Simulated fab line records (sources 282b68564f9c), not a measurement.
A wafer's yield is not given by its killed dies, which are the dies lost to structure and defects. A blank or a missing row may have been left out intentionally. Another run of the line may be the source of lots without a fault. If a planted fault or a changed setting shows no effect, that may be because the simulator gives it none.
Tool commonality check | flow rit cmos | Sampled: 14 lots, 42 wafers

REASON FOR OPENING
RIT_ACTIVE_THK_MEAS_02, reading ACTIVE_OXIDE_THK: flagged on 2 of 14 lots. Wafers without a fault read 46.9 nm, standard deviation 0.71.
Rule: a lot gets a flag if all its wafers with a number sit over 4 standard deviations from that mean, or if no wafer of it has a number. The other lots count as sound.

lot  | measured    | on            | ACTIVE_OXIDE_THK (nm), wafer by wafer | flag
L482 | day 1 17:04 | film metro-03 | 45.4 47.0 46.8                        |
L485 | day 2 08:04 | film metro-03 | 47.0 45.8 47.1                        |
L486 | day 2 13:04 | film metro-02 | 45.4 45.8 46.2                        |
L487 | day 2 18:03 | film metro-02 | 46.9 46.8 46.5                        |
L488 | day 2 23:04 | film metro-02 | 46.4 46.4 45.7                        |
L489 | day 3 04:04 | film metro-03 | 46.7 46.6 46.4                        |
L491 | day 3 14:04 | film metro-03 | 46.6 46.0 46.1                        |
L492 | day 3 19:03 | film metro-02 | 47.4 47.4 46.7                        |
L493 | day 4 00:04 | film metro-02 | 47.0 47.2 48.3                        |
L494 | day 4 05:04 | film metro-03 | 47.3 46.8 47.1                        |
L498 | day 5 01:03 | film metro-02 | 60.1 59.0 59.8                        | FLAGGED
L500 | day 5 11:07 | film metro-01 | 58.7 59.2 59.3                        | FLAGGED
L502 | day 5 21:04 | film metro-03 | 46.8 47.1 47.5                        |
L503 | day 6 02:03 | film metro-03 | 46.6 47.5 45.9                        |
The mean of the flagged lots' numbers is 59.4 nm, +12.5 nm from the usual (+18 standard deviations).

WHICH TOOL EACH LOT WENT THROUGH
The record holds 1 process step before the reading, out of a route of 202 steps. Cell contents, in order: the tool; ch with the chambers the sampled wafers went through; the start.
lot  | flag    | RIT_ACTIVE_OXIDATION_01
L482 |         | furnace-03 ch 0, day 1 15:07
L485 |         | furnace-02 ch 0, day 2 06:07
L486 |         | furnace-04 ch 0, day 2 11:07
L487 |         | furnace-04 ch 0, day 2 16:07
L488 |         | furnace-04 ch 0, day 2 21:07
L489 |         | furnace-03 ch 0, day 3 02:07
L491 |         | furnace-04 ch 0, day 3 12:07
L492 |         | furnace-03 ch 0, day 3 17:07
L493 |         | furnace-04 ch 0, day 3 22:07
L494 |         | furnace-04 ch 0, day 4 03:07
L498 | FLAGGED | furnace-03 ch 0, day 4 23:07
L500 | FLAGGED | furnace-03 ch 0, day 5 09:11
L502 |         | furnace-04 ch 0, day 5 19:07
L503 |         | furnace-04 ch 0, day 6 00:07
What these steps do:
- RIT_ACTIVE_OXIDATION_01: target thk 46.8 nm, ox time 3360 s.
- RIT_ACTIVE_THK_MEAS_02

FLAGGED OVER TOTAL, TOOL BY TOOL (the gauges that took the reading come last)
step                    | tool          | lots run | flagged | share of the flagged lots | sound lots run after its first flagged lot
RIT_ACTIVE_OXIDATION_01 | furnace-02    | 1        | 0       | none                      | -
RIT_ACTIVE_OXIDATION_01 | furnace-03    | 5        | 2       | all                       | 0
RIT_ACTIVE_OXIDATION_01 | furnace-04    | 8        | 0       | none                      | -
RIT_ACTIVE_THK_MEAS_02  | film metro-01 | 1        | 1       | some                      | 0
RIT_ACTIVE_THK_MEAS_02  | film metro-02 | 6        | 1       | some                      | 0
RIT_ACTIVE_THK_MEAS_02  | film metro-03 | 7        | 0       | none                      | -

THE TABLE: WHAT IT ALLOWS
All flagged lots share 1 row of the table, namely furnace-03 at RIT_ACTIVE_OXIDATION_01.
- furnace-03 at RIT_ACTIVE_OXIDATION_01 ran 5 lots, 2 of them flagged. Last sound lot L492 at day 3 17:07, first flagged lot L498 at day 4 23:07; a fault beginning in between fits. Its own readings (spike tc centre C, spike tc load C, spike tc source C, tube center temp C, tube_center_temp_C_max) fall more than 4 standard deviations out on all wafers of the flagged lots.
One tool is left: furnace-03 at RIT_ACTIVE_OXIDATION_01.

WHAT THE SIMULATOR HAD PUT IN
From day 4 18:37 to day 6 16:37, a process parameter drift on furnace-03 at RIT_ACTIVE_OXIDATION_01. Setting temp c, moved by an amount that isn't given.
Shown lots that were struck: L498, L500. The same result came from the rule above.
